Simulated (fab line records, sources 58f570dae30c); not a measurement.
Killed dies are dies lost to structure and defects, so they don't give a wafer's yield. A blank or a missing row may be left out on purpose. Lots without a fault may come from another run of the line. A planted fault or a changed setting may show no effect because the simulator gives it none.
Tool commonality check | flow berkeley_cmos170 | 15 lots, 54 wafers sampled

WHY IT WAS OPENED
At UCB170_ACTIVE_CD_MEAS_13 the reading cd_nm is flagged on 3 of 15 lots. Wafers without a fault read 1200.3 nm, standard deviation 1.4.
Rule: a lot is flagged when every wafer of it that has a number lies more than 4 standard deviations from that mean, or none has a number. The other lots count as sound.

lot  | measured    | on        | cd_nm (nm), wafer by wafer                | flag
L406 | day 4 02:36 | cd_sem-01 | 1201.7 1200.1 1200.6                      |
L409 | day 4 16:28 | cd_sem-02 | 1202.0 1202.9 1202.1                      |
L411 | day 4 22:22 | cd_sem-02 | 1199.0 1198.9 1198.4                      |
L410 | day 4 22:36 | cd_sem-01 | 1200.0 1198.9 1198.7                      |
L412 | day 5 07:37 | cd_sem-02 | 1235.2 1235.5 1236.7 1235.1 1235.9 1237.1 | FLAGGED
L413 | day 5 07:52 | cd_sem-01 | 1233.6 1234.0 1234.5 1233.2 1234.0 1234.5 | FLAGGED
L415 | day 6 07:36 | cd_sem-01 | 1231.5 1233.9 1231.7 1231.6 1233.9 1232.1 | FLAGGED
L420 | day 7 04:43 | cd_sem-02 | 1202.6 1201.8 1201.4                      |
L422 | day 7 15:17 | cd_sem-01 | 1201.6 1200.9 1200.4                      |
L423 | day 7 19:08 | cd_sem-02 | 1199.9 1199.1 1198.7                      |
L425 | day 8 07:53 | cd_sem-01 | 1200.1 1198.7 1199.6                      |
L426 | day 8 08:08 | cd_sem-02 | 1201.2 1200.7 1200.3                      |
L427 | day 9 03:55 | cd_sem-01 | 1199.6 1197.7 1198.7                      |
L428 | day 9 04:02 | cd_sem-01 | 1198.5 1198.4 1199.3                      |
L429 | day 9 04:33 | cd_sem-02 | 1200.3 1201.7 1200.3                      |
The numbers of the flagged lots are 1234.1 nm on average: +33.8 nm against the usual, or +24 standard deviations.

WHICH TOOL RAN EACH LOT
The record holds 1 process step before the reading, out of a route of 331 steps. In each cell: the tool, then ch and the chambers that the sampled wafers went through, then the start.
lot  | flag    | UCB170_ACTIVE_PEB_11
L406 |         | litho_track-03 ch 0, day 4 02:20
L409 |         | litho_track-01 ch 0, day 4 16:12
L411 |         | litho_track-03 ch 0, day 4 22:06
L410 |         | litho_track-04 ch 0, day 4 22:19
L412 | FLAGGED | litho_track-03 ch 0, day 5 07:21
L413 | FLAGGED | litho_track-03 ch 0, day 5 07:36
L415 | FLAGGED | litho_track-03 ch 0, day 6 07:20
L420 |         | litho_track-04 ch 0, day 7 04:26
L422 |         | litho_track-01 ch 0, day 7 15:01
L423 |         | litho_track-01 ch 0, day 7 18:52
L425 |         | litho_track-04 ch 0, day 8 07:37
L426 |         | litho_track-01 ch 0, day 8 07:51
L427 |         | litho_track-01 ch 0, day 9 03:38
L428 |         | litho_track-03 ch 0, day 9 03:45
L429 |         | litho_track-01 ch 0, day 9 04:11
What these steps do:
- UCB170_ACTIVE_PEB_11
- UCB170_ACTIVE_CD_MEAS_13: target cd 1200 nm.

FLAGGED OVER TOTAL, TOOL BY TOOL (the gauges that took the reading come last)
step                     | tool           | lots run | flagged | share of the flagged lots | sound lots run after its first flagged lot
UCB170_ACTIVE_PEB_11     | litho_track-01 | 6        | 0       | none                      | -
UCB170_ACTIVE_PEB_11     | litho_track-03 | 6        | 3       | all                       | 1 (L428)
UCB170_ACTIVE_PEB_11     | litho_track-04 | 3        | 0       | none                      | -
UCB170_ACTIVE_CD_MEAS_13 | cd_sem-01      | 8        | 2       | some                      | 4 (L422,L425,L427,L428)
UCB170_ACTIVE_CD_MEAS_13 | cd_sem-02      | 7        | 1       | some                      | 4 (L420,L423,L426,L429)

WHAT THE TABLE ALLOWS
1 row of the table ran every flagged lot: litho_track-03 at UCB170_ACTIVE_PEB_11.
- litho_track-03 at UCB170_ACTIVE_PEB_11: 3 of its 6 lots flagged. Sound lots ran on it after the first flagged one (L428), which a lasting fault on the whole tool wouldn't allow. Its own readings lie more than 4 standard deviations out on every wafer of the flagged lots: heater_power_total_W, plate_sensor_t_centre_C, plate_sensor_t_edge_C.
No row of the table ran every flagged lot and no sound lot after the first.

WHAT THE SIMULATOR HAD PUT IN
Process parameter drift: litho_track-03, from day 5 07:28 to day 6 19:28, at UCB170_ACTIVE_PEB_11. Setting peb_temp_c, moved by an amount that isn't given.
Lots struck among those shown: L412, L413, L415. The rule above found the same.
